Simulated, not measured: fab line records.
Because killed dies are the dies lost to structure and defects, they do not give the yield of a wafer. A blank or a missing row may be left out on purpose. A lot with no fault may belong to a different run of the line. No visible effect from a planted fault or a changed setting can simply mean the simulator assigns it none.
Lot-split experiment    flow berkeley_cmos170    5 lots, 23 wafers read, on a route of 331 steps

THE SPLIT ITSELF
At UCB170_ACTIVE_CVD_05 (deposits Si3N4 from SiH2Cl2/NH3, target thk 220 nm, time 3300 s), the setting nh3_flow_sccm was moved away from the recipe's 75 sccm on 20 of the 23 wafers read, by +4.4% to +12.9%. For the rest of the wafers, this setting stayed at what the recipe calls for.

FROM THE SPLIT TO THE READING: what the file shows between them, 4 steps
- UCB170_ACTIVE_COAT_08: resist thk 900 nm (also split here: resist_thk_nm)
- UCB170_ACTIVE_STRIP_16: strips in O2 (also split here: power_w)
- UCB170_ACTIVE_CLEAN_17: cleans in SPM, time 600 s
- UCB170_PFIELD_STRIP_08: strips in O2

THE READING
Si3N4_of_ACTIVE_CVD_05.thk_nm (the simulator's own value, which no gauge read), in nm, at UCB170_FIELD_CLEAN_00 (cleans in dHF, time 7.5 s). The file gives no usual value for it. Average 220.5 nm, standard deviation 1 nm, over the 3 wafers here run with the recipe.

wafer   tool, chamber at the split  nh3_flow_sccm as run, sccm  against the recipe  Si3N4_of_ACTIVE_CVD_05.thk_nm, nm  against lot-mates on the recipe
L075.1  -, -                        84.68                       +12.9%              239.4                              no lot-mate on the recipe
L075.2  -, -                        84.68                       +12.9%              239.5                              no lot-mate on the recipe
L075.3  -, -                        84.68                       +12.9%              239.3                              no lot-mate on the recipe
L075.5  -, -                        84.68                       +12.9%              239.9                              no lot-mate on the recipe
L075.6  -, -                        84.68                       +12.9%              238.9                              no lot-mate on the recipe
L074.1  lpcvd-01, 1                 75                          recipe              220.7                              -
L074.3  lpcvd-01, 1                 75                          recipe              219.1                              -
L074.6  lpcvd-01, 1                 75                          recipe              221.6                              -
L080.1  -, -                        78.32                       +4.4%               226.4                              no lot-mate on the recipe
L080.2  -, -                        78.32                       +4.4%               224.2                              no lot-mate on the recipe
L080.3  -, -                        78.32                       +4.4%               227.8                              no lot-mate on the recipe
L080.4  -, -                        78.32                       +4.4%               223.9                              no lot-mate on the recipe
L080.6  -, -                        78.32                       +4.4%               226.1                              no lot-mate on the recipe
L081.1  -, -                        80.16                       +6.9%               229.7                              no lot-mate on the recipe
L081.2  -, -                        80.16                       +6.9%               230.6                              no lot-mate on the recipe
L081.3  -, -                        80.16                       +6.9%               231.6                              no lot-mate on the recipe
L081.4  -, -                        80.16                       +6.9%               230.2                              no lot-mate on the recipe
L081.5  -, -                        80.16                       +6.9%               230.3                              no lot-mate on the recipe
L082.1  -, -                        84.19                       +12.3%              239.9                              no lot-mate on the recipe
L082.2  -, -                        84.19                       +12.3%              239.5                              no lot-mate on the recipe
L082.3  -, -                        84.19                       +12.3%              239.1                              no lot-mate on the recipe
L082.4  -, -                        84.19                       +12.3%              240.4                              no lot-mate on the recipe
L082.6  -, -                        84.19                       +12.3%              238.6                              no lot-mate on the recipe

FIT RESULTS
A straight line over all 23 wafers: Si3N4_of_ACTIVE_CVD_05.thk_nm changes by +1.56 nm for each +1% of nh3_flow_sccm; r = +0.99; the points scatter about the line by 1.1 nm.
Too few moved wafers have a lot-mate on the recipe to fit a line with each lot's own level taken away.

FILE'S OWN FIT
Si3N4_of_ACTIVE_CVD_05.thk_nm changes by +1.56 nm for each +1% of nh3_flow_sccm, r = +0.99.
